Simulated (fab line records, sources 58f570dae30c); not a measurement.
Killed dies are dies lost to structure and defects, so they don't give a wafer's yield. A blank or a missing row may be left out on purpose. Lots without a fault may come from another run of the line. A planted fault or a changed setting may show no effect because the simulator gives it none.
fab line records | flow berkeley_cmos170
record lots=6 wafers=18 last_day=12
route steps=331 shown PLDD@151 NLDD@158
lots that met no fault: from a run of the same line without faults
start_h: hours from the record's first day to the start of the lot's first wafer shown | wait_h: hours since the lot's step before | " the same as in the row above | L1.1+2: a row that stands for several wafers | - no value, or no start given | * or withheld: withheld | < > ~ a bound
route shown NAME@n: a module of which the file shows steps, and the number in the route of the first | usual: mean/standard deviation of fault-free wafers | same: alike in all rows | chamber/n: place in a boat | sites: the reading at each site | _std_site: their standard deviation | _edge_site: outer sites' mean less inner sites' | radius_mm: how far each site lies from the wafer's centre | mask NAME#n: copy n | behind: the tool/chamber that last shaped the wafer | hold: why the lot was held/for how many hours/how that ended | device: the transistor (n, p or np) that didn't switch | end of line: the same wafers' tests at the end of the route | a step without rows: its recipe alone | killed: dies lost to structure and defects at the first sort, not the wafer's yield | map: a wafer's dies, x killed, . not, _ none there
set.NAME: the setting as run; set.NAME@STEP: as run at that earlier step | model.NAME: the simulator's own value behind a step, which no gauge read
lots at some steps of the route; a table a step, a row a wafer
services: from which hour (start_h, from the record's first day; less than 0 if before it) a tool's chamber was out of use, for how many hours, and why
## steps
# step UCB170_PLDD_CD_MEAS_06
# recipe target_cd_nm=1200
# usual cd_nm=1199.8/1.6
# columns lot.wafer tool chamber start_h wait_h cd_nm
L476.1 cd_sem-01 - 115.64 - 1199.1
L476.3 " - " " 1199.8
L476.6 " - " " 1200.9
L482.2 cd_sem-01 - 157.32 - 1201.2
L482.4 " - " " 1201.9
L482.5 " - " " 1200.0
L490.2 cd_sem-01 - 192.17 - 1200.8
L490.3 " - " " 1201.0
L490.5 " - " " 1200.0
L489.2 cd_sem-01 - 192.92 - 1199.9
L489.3 " - " " 1202.2
L489.6 " - " " 1200.8
L499.2 cd_sem-02 - 239.58 - 1198.8
L499.5 " - " " 1199.0
L499.6 " - " " 1198.8
L498.1 cd_sem-02 - 240.25 - 1199.4
L498.2 " - " " 1199.4
L498.6 " - " " 1200.1
# step UCB170_PLDD_OVL_MEAS_07
# usual PLDD_OVL=-2/4.5
# columns lot.wafer tool chamber start_h wait_h PLDD_OVL[nm]
L476.1 overlay-02 - 115.76 0.1 -2
L476.3 " - " " -1
L476.6 " - " " 4
L482.2 overlay-02 - 157.43 0.1 -10
L482.4 " - " " -7
L482.5 " - " " -7
L490.2 overlay-02 - 192.27 0.1 -1
L490.3 " - " " -3
L490.5 " - " " 5
L489.2 overlay-02 - 193.03 0.1 3
L489.3 " - " " -1
L489.6 " - " " -1
L499.2 overlay-01 - 239.69 0.1 4
L499.5 " - " " 3
L499.6 " - " " -3
L498.1 overlay-01 - 240.37 0.1 1
L498.2 " - " " -6
L498.6 " - " " -1
# step UCB170_PLDD_IMPLANT_08
# recipe species=BF2 dose_cm2=5e+13 energy_kev=10 tilt_deg=7 rotation_deg=0
# step UCB170_PLDD_IMPLANT_09
# recipe species=BF2 dose_cm2=5e+13 energy_kev=10 tilt_deg=7 rotation_deg=180
# step UCB170_PLDD_STRIP_10
# recipe chemistry=O2 power_w=400 pressure_mtorr=3500 platen_temp_c=withheld o2_flow_sccm=400 overash_fraction=0.5
# usual drypump_motor_current_A=5.7/0.43 o2_flow_sccm=400.1/1.2 oes_product_au=0.734/0.0043 strip_time_to_endpoint_s=21.61/0.069
# columns lot.wafer tool chamber start_h wait_h drypump_motor_current_A o2_flow_sccm oes_product_au rf_hours_counter_h strip_time_to_endpoint_s
L476.1 plasma_asher-03 1 116.10 0.1 5.5 402.6 0.738 42 21.57
L476.3 " 0 " " 6.0 401.8 0.738 - 21.57
L476.6 " 1 " " 5.5 402.3 0.740 - 21.60
L482.2 plasma_asher-02 0 157.76 0.1 5.8 399.9 0.730 36 21.64
L482.4 " 1 " " 6.5 400.0 0.730 - 21.58
L482.5 " 0 " " 5.8 400.6 0.733 - 21.60
L490.2 plasma_asher-01 0 192.60 0.1 5.1 400.3 0.732 50 21.60
L490.3 " 0 " " 5.1 401.1 0.737 - 21.60
L490.5 " 0 " " 5.1 399.8 0.728 - 21.60
L489.2 plasma_asher-03 1 193.36 0.1 5.5 398.6 0.731 50 21.78
L489.3 " 1 " " 5.5 402.5 0.743 - 21.74
L489.6 " 0 " " 6.0 397.9 0.729 - 21.74
L499.2 plasma_asher-02 1 240.02 0.1 6.5 400.5 0.727 44 21.67
L499.5 " 0 " " 5.8 400.9 0.729 - 21.65
L499.6 " 1 " " 6.5 400.3 0.727 - 21.68
L498.1 plasma_asher-03 0 240.70 0.1 6.0 400.9 0.737 55 21.57
L498.2 " 1 " " 5.5 401.0 0.730 55 21.61
L498.6 " 0 " " 6.0 400.9 0.744 - 21.58
# step UCB170_PLDD_TW_MEAS_11
# usual PLDD_TW=1029/18
# columns lot.wafer tool chamber start_h wait_h PLDD_TW
L476.1 film_metro-02 - 116.20 0.1 1042
L476.3 " - " " 1042
L476.6 " - " " 1034
L482.2 film_metro-01 - 157.87 0.1 1004
L482.4 " - " " 1009
L482.5 " - " " 1002
L490.2 film_metro-01 - 192.71 0.1 1006
L490.3 " - " " 1008
L490.5 " - " " 1009
L489.2 film_metro-03 - 193.47 0.1 1014
L489.3 " - " " 1024
L489.6 " - " " 1022
L499.2 film_metro-02 - 240.13 0.1 1049
L499.5 " - " " 1054
L499.6 " - " " 1048
L498.1 film_metro-02 - 240.82 0.1 1053
L498.2 " - " " 1054
L498.6 " - " " 1053
# step UCB170_PLDD_CLEAN_12
# recipe chemistry=SPM temp_c=120 time_s=600
# step UCB170_NLDD_HMDS_00
# recipe prime_time_s=60 prime_temp_c=100
# step UCB170_NLDD_COAT_01
# recipe resist=KrF spin_rpm=1500 resist_thk_nm=900
# step UCB170_NLDD_SOFTBAKE_02
# recipe resist=KrF temp_c=130 time_s=60
# step UCB170_NLDD_EXPOSE_03
# recipe mask_id=NSELECT na=0.5 sigma_outer=0.6 source_shape=conventional target_cd_nm=1200 dose_mj=30
# step UCB170_NLDD_PEB_04
# recipe peb_temp_c=130 peb_time_s=withheld resist=KrF
# step UCB170_NLDD_DEVELOP_05
# recipe developer=TMAH develop_time_s=45 resist=KrF dev_temp_c=21
# usual chill_plate_temp_C=22.99/0.097 develop_time_s=45/0
# columns lot.wafer tool chamber start_h wait_h chill_plate_temp_C develop_time_s model.KrF_of_NLDD_COAT_01.thk_nm
L476.1 litho_track-01 0 117 - 23.02 45 887.8
L476.3 " 0 118 - 22.96 45 886.8
L476.6 " 0 " " 22.86 45 886.4
L482.2 litho_track-03 0 159 - 23.07 45 882.3
L482.4 " 0 " " 23.05 45 887.2
L482.5 " 0 " " 23.01 45 884.9
L490.2 litho_track-01 - 194 - - - 908.4
L490.3 " - " " - - 909.2
L490.5 " - " " - - 909.3
L489.2 litho_track-01 - 195 - - - 897.6
L489.3 " - " " - - 900.3
L489.6 " - " " - - 898.1
L499.2 litho_track-03 0 241 - 22.88 45 885.1
L499.5 " 0 " " 22.94 45 889.7
L499.6 " 0 " " 23.03 45 883.7
L498.1 litho_track-02 0 242 - 22.94 45 880.5
L498.2 " 0 " " 23.15 45 883.3
L498.6 " 0 " " 22.89 45 882.1
# step UCB170_NLDD_CD_MEAS_06
# recipe target_cd_nm=1200
# usual cd_nm=1199.7/1.2
# columns lot.wafer tool chamber start_h wait_h cd_nm
L476.1 cd_sem-02 - 118.09 - 1200.1
L476.3 " - " " 1198.8
L476.6 " - " " 1200.1
L482.2 cd_sem-01 - 159.29 - 1201.7
L482.4 " - " " 1200.2
L482.5 " - " " 1201.4
L490.2 cd_sem-01 - 194.92 - -
L490.3 " - " " -
L490.5 " - " " -
L489.2 cd_sem-02 - 195.63 - -
L489.3 " - " " -
L489.6 " - " " -
L499.2 cd_sem-02 - 241.34 - 1199.3
L499.5 " - " " 1198.7
L499.6 " - " " 1199.8
L498.1 cd_sem-02 - 242.25 - 1200.7
L498.2 " - " " 1201.4
L498.6 " - " " 1198.8
## services
# columns tool chamber start_h hours kind
plasma_asher-02 - 206.09 1.5 repair
## key
first_sign step=UCB170_NLDD_DEVELOP_05 reading=tool_record direction=missing
effect none on later readings
model_effect step=UCB170_NLDD_DEVELOP_05 value=KrF_of_NLDD_COAT_01.thk_nm without=889.6 struck=903.8
met_at UCB170_NLDD_DEVELOP_05
struck_wafers L489.2,L489.3,L489.6,L490.2,L490.3,L490.5
sort_left_out L489.2,L489.3,L489.6,L490.2,L490.3,L490.5
tester_left_out L489,L490
onset_between 117 194
fault kind=skipped_step_whole tool=litho_track-01 chamber=- onset_h=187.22 steps=UCB170_NLDD_DEVELOP_05 scope=struck_lots_only
# tester_left_out: of these lots the tester's yield and bins aren't shown, on N5 and GAA mostly nor the transistor test; their killed dies are dies lost to structure and defects alone, not to doping, threshold or leakage, so they don't give the yield
# sort_left_out: the simulated sort isn't trusted on such a fault, so these wafers' sort isn't shown, and their yield isn't known
